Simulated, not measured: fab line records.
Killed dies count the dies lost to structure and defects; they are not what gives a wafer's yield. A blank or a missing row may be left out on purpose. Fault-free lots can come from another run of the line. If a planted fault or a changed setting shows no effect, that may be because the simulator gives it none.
The tool behind it: which one?	flow rit cmos	15 lots, 45 wafers sampled, at 1 step of a route of 202

## WHAT EACH GAUGE READ, for each wafer
Not one reading of a measure or inspect step in the record can be checked against a usual standard deviation.

## WHAT TOOL EACH LOT RAN ON (gives the tool, then ch and the chambers of the sampled wafers, and finally the start)
lot	RIT_SDANNEAL_RTA_03
L476	rtp anneal-02 ch 0, day 3 06:59
L478	rtp anneal-02 ch 0, day 3 17:35
L480	rtp anneal-02, day 4 02:40
L481	rtp anneal-01, day 4 10:02
L482	rtp anneal-02, day 4 13:54
L485	rtp anneal-01 ch 0, day 5 03:30
L487	rtp anneal-01 ch 0, day 5 13:59
L488	rtp anneal-02 ch 0, day 5 20:00
L489	rtp anneal-01 ch 0, day 5 23:42
L490	rtp anneal-02 ch 0, day 6 03:52
L491	rtp anneal-01 ch 0, day 6 08:55
L493	rtp anneal-01 ch 0, day 6 20:13
L494	rtp anneal-02 ch 0, day 7 01:54
L496	rtp anneal-02 ch 0, day 7 10:11
L498	rtp anneal-02 ch 0, day 7 23:11
- RIT_SDANNEAL_RTA_03: time 5 s.

## WHAT THE TOOLS THEMSELVES READ (means of the sampled wafers that have a number; where no wafer has one, the mark that the record gives instead)
RIT_SDANNEAL_RTA_03. Usual: anneal temp c max 1057.3, standard deviation 1.4; chamber o2 ppm 2.005, standard deviation 0.021; wafer_temp_C_max 1053.5, standard deviation 1.1.
lot	tool	anneal temp c max	chamber o2 ppm	wafer_temp_C_max	flag
L476	rtp anneal-02	1057.9	2.006	1052.3	
L478	rtp anneal-02	1057.6	2.005	1053.5	
L480	rtp anneal-02	-	-	-	OFF
L481	rtp anneal-01	-	-	-	OFF
L482	rtp anneal-02	-	-	-	OFF
L485	rtp anneal-01	1056.5	1.996	1054.0	
L487	rtp anneal-01	1056.5	2.002	1054.4	
L488	rtp anneal-02	1057.6	2.009	1053.0	
L489	rtp anneal-01	1057.4	2.017	1052.6	
L490	rtp anneal-02	1058.1	2.009	1053.2	
L491	rtp anneal-01	1056.4	2.019	1054.1	
L493	rtp anneal-01	1057.8	1.997	1054.3	
L494	rtp anneal-02	1057.6	1.992	1053.7	
L496	rtp anneal-02	1056.3	2.019	1052.7	
L498	rtp anneal-02	1055.2	1.978	1053.9	

## THE ANSWER, worked out from the rows above alone
Rule: take the mean of a lot's wafers that have a number; if it is more than 3 standard deviations from the usual mean, the lot is off. Also off: a lot with no number at a reading for which 4 or more lots have one. The other lots that the step has rows for count as sound. After the gauges, taken in route order, come the tools' own readings; for these a lot's mean is taken, as printed above. At the first step where some lot is off, the reading lying furthest off is the one used; lots without a number count as furthest.
Off at RIT_SDANNEAL_RTA_03 (anneal temp c max): L480, L481, L482. Without a number there: L480, L481, L482.
A tool fits if, at that step or a process step before it, it ran every lot that is off, and no sound lot after the first of them. Of those tried, none fits.

## WHAT THE SIMULATOR HAD PUT IN
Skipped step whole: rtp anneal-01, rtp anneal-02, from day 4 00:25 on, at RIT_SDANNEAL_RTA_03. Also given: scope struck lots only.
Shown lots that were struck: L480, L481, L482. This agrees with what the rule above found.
